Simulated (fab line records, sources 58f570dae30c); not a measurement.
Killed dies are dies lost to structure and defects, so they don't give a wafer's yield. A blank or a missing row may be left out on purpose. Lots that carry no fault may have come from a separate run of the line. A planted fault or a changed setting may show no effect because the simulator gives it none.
Check for tools in common + flow berkeley-cmos170 + 14 lots, 42 wafers sampled

## REASON FOR OPENING
UCB170_PVT_TW_MEAS_09, reading PVT_TW: flagged on 2 of 14 lots. No-fault wafers: 506, standard deviation 3.4.
Rule: a lot is flagged when every wafer of it that has a number lies more than 4 standard deviations from that mean, or none has a number. The rest of the lots are taken to be sound.

| lot  | measured     | on            | PVT_TW, wafer by wafer | flag    |
|------|--------------|---------------|------------------------|---------|
| L547 | day 6 23:25  | film-metro-01 | 505 506 509            |         |
| L548 | day 6 23:33  | film-metro-03 | 502 500 504            |         |
| L549 | day 6 23:35  | film-metro-03 | 503 503 501            |         |
| L550 | day 7 09:29  | film-metro-01 | 507 509 505            |         |
| L552 | day 8 05:06  | film-metro-03 | 501 504 503            |         |
| L551 | day 8 05:28  | film-metro-01 | 505 508 511            |         |
| L554 | day 8 05:40  | film-metro-02 | 627 625 628            | FLAGGED |
| L556 | day 8 21:29  | film-metro-02 | 503 505 508            |         |
| L557 | day 9 14:29  | film-metro-03 | 621 618 622            | FLAGGED |
| L564 | day 11 00:28 | film-metro-02 | 505 506 503            |         |
| L562 | day 11 00:44 | film-metro-01 | 510 513 513            |         |
| L566 | day 11 12:58 | film-metro-03 | 505 506 504            |         |
| L565 | day 11 13:05 | film-metro-01 | 512 512 514            |         |
| L567 | day 11 13:15 | film-metro-02 | 504 505 503            |         |
On average the flagged lots' numbers are 624, which is +118 against the usual, or +35 standard deviations.

## TOOL THAT RAN EACH LOT
The record keeps 1 process step preceding the reading, out of 331 steps on the route. Cell contents, in order: the tool; ch with the chambers the sampled wafers went through; the start.
| lot  | flag    | UCB170_PVT_IMPLANT_07           |
|------|---------|---------------------------------|
| L547 |         | implanter-02 ch 0, day 6 23:11  |
| L548 |         | implanter-04 ch 0, day 6 23:20  |
| L549 |         | implanter-03 ch 0, day 6 23:19  |
| L550 |         | implanter-03 ch 0, day 7 09:14  |
| L552 |         | implanter-03 ch 0, day 8 04:52  |
| L551 |         | implanter-02 ch 0, day 8 05:14  |
| L554 | FLAGGED | implanter-04 ch 0, day 8 05:06  |
| L556 |         | implanter-04 ch 0, day 8 21:14  |
| L557 | FLAGGED | implanter-04 ch 0, day 9 13:55  |
| L564 |         | implanter-03 ch 0, day 11 00:14 |
| L562 |         | implanter-04 ch 0, day 11 00:31 |
| L566 |         | implanter-03 ch 0, day 11 12:44 |
| L565 |         | implanter-02 ch 0, day 11 12:51 |
| L567 |         | implanter-04 ch 0, day 11 13:01 |
These steps, and what they do:
- UCB170_PVT_IMPLANT_07
- UCB170_PVT_TW_MEAS_09

## FLAGGED AGAINST TOTAL, ONE TOOL AT A TIME (gauges that did the reading follow at the end)
| step                  | tool          | lots run | flagged | share of the flagged lots | sound lots run after its first flagged lot |
|-----------------------|---------------|----------|---------|---------------------------|--------------------------------------------|
| UCB170_PVT_IMPLANT_07 | implanter-02  | 3        | 0       | none                      | -                                          |
| UCB170_PVT_IMPLANT_07 | implanter-03  | 5        | 0       | none                      | -                                          |
| UCB170_PVT_IMPLANT_07 | implanter-04  | 6        | 2       | all                       | 3 (L556,L562,L567)                         |
| UCB170_PVT_TW_MEAS_09 | film-metro-01 | 5        | 0       | none                      | -                                          |
| UCB170_PVT_TW_MEAS_09 | film-metro-02 | 4        | 1       | some                      | 3 (L556,L564,L567)                         |
| UCB170_PVT_TW_MEAS_09 | film-metro-03 | 5        | 1       | some                      | 1 (L566)                                   |

## WHAT THE TABLE ALLOWS
Rows of the table that ran each flagged lot: 1, that is implanter-04 at UCB170_PVT_IMPLANT_07.
- implanter-04 at UCB170_PVT_IMPLANT_07 ran 6 lots, 2 of them flagged. Lots that were sound ran on it after the first flagged one (L556, L562, L567); a persistent fault on the entire tool would not allow that.
None of the table's rows ran every flagged lot and, after the first, no sound lot.

## WHAT HAD BEEN PUT IN BY THE SIMULATOR
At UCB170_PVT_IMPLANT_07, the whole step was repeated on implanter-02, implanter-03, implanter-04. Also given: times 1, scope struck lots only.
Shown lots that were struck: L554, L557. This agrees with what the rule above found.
